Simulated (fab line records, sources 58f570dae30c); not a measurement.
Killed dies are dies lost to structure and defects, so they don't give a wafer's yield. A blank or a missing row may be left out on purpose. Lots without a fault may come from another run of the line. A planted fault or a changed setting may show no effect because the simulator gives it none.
Which tool did it? | flow berkeley_cmos170 | 14 lots, 42 wafers sampled, at 5 steps of a route of 331

WHAT THE GAUGES READ, wafer by wafer
UCB170_NLDD_TW_MEAS_11.
lot  | measured     | on            | NLDD_TW
L393 | day 7 22:01  | film_metro-01 | 2193 2178 2178
L396 | day 7 21:44  | film_metro-01 | 2183 2191 2178
L395 | day 7 23:10  | film_metro-01 | 2192 2200 2185
L394 | day 7 22:56  | film_metro-04 | 2250 2251 2242
L398 | day 8 08:40  | film_metro-04 | 2222 2222 2233
L399 | day 8 08:56  | film_metro-04 | 2219 2224 2223
L397 | day 8 15:32  | film_metro-01 | 2184 2179 2186
L402 | day 9 03:55  | film_metro-04 | 2219 2222 2224
L403 | day 9 04:15  | film_metro-01 | 2084 2090 2093
L408 | day 9 18:37  | film_metro-01 | 2092 2078 2087
L409 | day 11 01:58 | film_metro-03 | 2220 2209 2217
L412 | day 11 02:08 | film_metro-03 | 2215 2211 2211
L415 | day 11 16:34 | film_metro-04 | 2254 2234 2240
L414 | day 11 17:11 | film_metro-04 | 2247 2250 2233

UCB170_CONTACT_OVL_MEAS_16.
lot  | measured     | on         | CONTACT_OVL (nm)
L393 | day 8 17:52  | overlay-01 | 12 5 6
L396 | day 8 16:14  | overlay-01 | -10 -9 -9
L395 | day 8 18:34  | overlay-02 | -10 -10 -5
L394 | day 8 18:25  | overlay-01 | 0 5 1
L398 | day 9 03:31  | overlay-02 | -8 -11 -12
L399 | day 9 03:40  | overlay-01 | 6 1 -1
L397 | day 9 09:08  | overlay-01 | -1 -11 -9
L402 | day 9 23:22  | overlay-02 | -3 -2 -6
L403 | day 10 02:36 | overlay-01 | 0 1 3
L408 | day 10 11:49 | overlay-01 | -7 -3 2
L409 | day 11 18:34 | overlay-01 | 8 -1 -2
L412 | day 11 19:01 | overlay-01 | -3 4 -5
L415 | day 12 11:17 | overlay-02 | -6 -9 -9
L414 | day 12 09:44 | overlay-01 | 2 -3 2

WHICH TOOL RAN EACH LOT (tool, then ch and the chambers of the sampled wafers, then the start)
lot  | UCB170_PVT_STRIP_08                  | UCB170_NLDD_IMPLANT_08          | UCB170_BACKSIDE_STRIP_03
L393 | plasma_asher-02 ch 0,1, day 7 02:53  | implanter-03 ch 0, day 7 21:40  | plasma_asher-02 ch 0,1, day 8 10:29
L396 | plasma_asher-04 ch 0, day 7 03:08    | implanter-04 ch 0, day 7 21:20  | plasma_asher-02 ch 0,1, day 8 10:06
L395 | plasma_asher-04 ch 0, day 7 06:23    | implanter-02 ch 0, day 7 22:47  | plasma_asher-01 ch 0,1, day 8 11:22
L394 | plasma_asher-03 ch 0,1, day 7 06:40  | implanter-03 ch 0, day 7 22:33  | plasma_asher-01 ch 0,1, day 8 10:50
L398 | plasma_asher-02 ch 0,1, day 7 10:49  | implanter-03 ch 0, day 8 08:16  | plasma_asher-02 ch 0,1, day 8 19:52
L399 | plasma_asher-03 ch 0,1, day 7 10:56  | implanter-04 ch 0, day 8 08:32  | plasma_asher-01 ch 0,1, day 8 19:47
L397 | plasma_asher-04 ch 0,1, day 7 15:44  | implanter-04 ch 0, day 8 15:08  | plasma_asher-01 ch 0, day 9 02:22
L402 | plasma_asher-02 ch 0,1, day 8 10:13  | implanter-03 ch 0, day 9 03:31  | plasma_asher-01 ch 0,1, day 9 17:55
L403 | plasma_asher-02 ch 0,1, day 8 11:19  | implanter-04 ch 0, day 9 03:54  | plasma_asher-02 ch 0,1, day 9 18:59
L408 | plasma_asher-02 ch 0,1, day 9 01:50  | implanter-04 ch 0, day 9 18:13  | plasma_asher-03 ch 0,1, day 10 04:29
L409 | plasma_asher-03 ch 0,1, day 10 03:57 | implanter-02 ch 0, day 11 01:35 | plasma_asher-01 ch 0,1, day 11 11:43
L412 | plasma_asher-03 ch 0,1, day 10 08:37 | implanter-03 ch 0, day 11 01:46 | plasma_asher-03 ch 0,1, day 11 12:15
L415 | plasma_asher-03 ch 0,1, day 10 22:47 | implanter-03 ch 0, day 11 16:11 | plasma_asher-01 ch 0,1, day 12 04:31
L414 | plasma_asher-02 ch 1, day 10 23:08   | implanter-02 ch 0, day 11 16:48 | plasma_asher-02 ch 0,1, day 12 03:58
- UCB170_PVT_STRIP_08: strips in O2.
- UCB170_NLDD_IMPLANT_08
- UCB170_BACKSIDE_STRIP_03: strips in O2.

WHAT THE TOOLS THEMSELVES READ (means of the sampled wafers that have a number; where no wafer has one, the mark that the record gives instead)
UCB170_PVT_STRIP_08.
lot  | tool            | drypump_motor_current_A (A) | oes_product_au (a.u.) | strip_time_to_endpoint_s (s)
L393 | plasma_asher-02 | 6.2                         | 0.735                 | 21.53
L396 | plasma_asher-04 | 5.5                         | 0.735                 | 21.52
L395 | plasma_asher-04 | 5.5                         | 0.737                 | 21.65
L394 | plasma_asher-03 | 5.6                         | 0.737                 | 21.64
L398 | plasma_asher-02 | 6.3                         | 0.732                 | 21.57
L399 | plasma_asher-03 | 6.0                         | 0.734                 | 21.61
L397 | plasma_asher-04 | 5.5                         | 0.733                 | 21.62
L402 | plasma_asher-02 | 6.3                         | 0.734                 | 21.56
L403 | plasma_asher-02 | 6.3                         | 0.733                 | 21.63
L408 | plasma_asher-02 | 6.3                         | 0.735                 | 21.59
L409 | plasma_asher-03 | 6.0                         | 0.734                 | 21.65
L412 | plasma_asher-03 | 5.6                         | 0.738                 | 21.59
L415 | plasma_asher-03 | 5.6                         | 0.736                 | 21.66
L414 | plasma_asher-02 | 6.3                         | 0.732                 | 21.55

UCB170_NLDD_IMPLANT_08.
lot  | tool         | beam_energy_keV | dose_ions_cm2 | end_station_pressure_torr (Torr)
L393 | implanter-03 | 29.997          | 5.006e+13     | 5.14e-06
L396 | implanter-04 | 30.000          | 4.995e+13     | 5.11e-06
L395 | implanter-02 | 30.002          | 5.002e+13     | 5.22e-06
L394 | implanter-03 | 29.999          | 5.006e+13     | 5.13e-06
L398 | implanter-03 | 30.005          | 4.999e+13     | 5.32e-06
L399 | implanter-04 | 29.994          | 5.002e+13     | 5.16e-06
L397 | implanter-04 | 29.992          | 4.997e+13     | 5.19e-06
L402 | implanter-03 | 30.009          | 5.001e+13     | 5.18e-06
L403 | implanter-04 | 19.501          | 5.001e+13     | 4.96e-06
L408 | implanter-04 | 19.492          | 5.008e+13     | 4.87e-06
L409 | implanter-02 | 29.989          | 5.004e+13     | 4.88e-06
L412 | implanter-03 | 30.008          | 4.997e+13     | 5.23e-06
L415 | implanter-03 | 30.008          | 5.001e+13     | 5.18e-06
L414 | implanter-02 | 30.000          | 5.002e+13     | 4.90e-06

UCB170_BACKSIDE_STRIP_03.
lot  | tool            | drypump_motor_current_A (A) | oes_product_au (a.u.) | strip_time_to_endpoint_s (s)
L393 | plasma_asher-02 | 6.3                         | 0.735                 | 21.98
L396 | plasma_asher-02 | 6.2                         | 0.732                 | 22.00
L395 | plasma_asher-01 | 6.2                         | 0.737                 | 21.87
L394 | plasma_asher-01 | 6.2                         | 0.735                 | 22.02
L398 | plasma_asher-02 | 6.3                         | 0.734                 | 21.87
L399 | plasma_asher-01 | 6.2                         | 0.735                 | 22.03
L397 | plasma_asher-01 | 6.3                         | 0.736                 | 22.04
L402 | plasma_asher-01 | 6.1                         | 0.734                 | 22.00
L403 | plasma_asher-02 | 6.2                         | 0.730                 | 21.90
L408 | plasma_asher-03 | 5.6                         | 0.739                 | 21.85
L409 | plasma_asher-01 | 6.2                         | 0.738                 | 21.92
L412 | plasma_asher-03 | 5.6                         | 0.737                 | 21.93
L415 | plasma_asher-01 | 6.1                         | 0.729                 | 21.98
L414 | plasma_asher-02 | 6.3                         | 0.735                 | 21.89

THE ANSWER, worked out from the rows above alone
Rule: what is usual is taken from the lots themselves. Put in order of their means at a reading, lots are off if they are a third of the lots or fewer, leave a main group of 4 or more, and stand apart from it by a gap of 3 or more times the standard deviation of the main group's means; of several such gaps the widest counts. A main group whose means are all the same, to the digits that the tables above print for the reading, isn't used. A lot without any number at a reading at which 4 lots or more have one is off too. The other lots that the step has rows for count as sound. The gauges are gone through in route order, then the tools' own readings, and for those a lot's mean is taken as printed above. The first step at which some lot is off is used, and at that step the reading that is off furthest; a lot without a number counts as furthest.
Off: L403, L408, at UCB170_NLDD_TW_MEAS_11 (NLDD_TW). The main group: mean 2214, standard deviation 23.
A tool fits if, at a process step before that reading, it ran every lot that is off, and no sound lot after the first of them. The gauges at UCB170_NLDD_TW_MEAS_11 aren't tried: what is off there is off at UCB170_NLDD_IMPLANT_08 too, on other tools, and a gauge's error can't cause that. One fits: implanter-04 at UCB170_NLDD_IMPLANT_08. Its last sound lot is L397 (day 8 15:08), its first lot that is off L403 (day 9 03:54): a fault that began between those two fits.
The tool's own readings at UCB170_NLDD_IMPLANT_08 bear it out: on the lots that are off they differ by more than 5 times the standard deviation of the sound lots' means. beam_energy_keV reads 19.497 there against 30.000 on the sound lots.

WHAT THE SIMULATOR HAD PUT IN
Process parameter drift: implanter-04, from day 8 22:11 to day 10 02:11, at UCB170_NLDD_IMPLANT_08. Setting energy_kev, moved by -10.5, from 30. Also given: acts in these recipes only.
Lots struck among those shown: L403, L408. The rule above found the same.
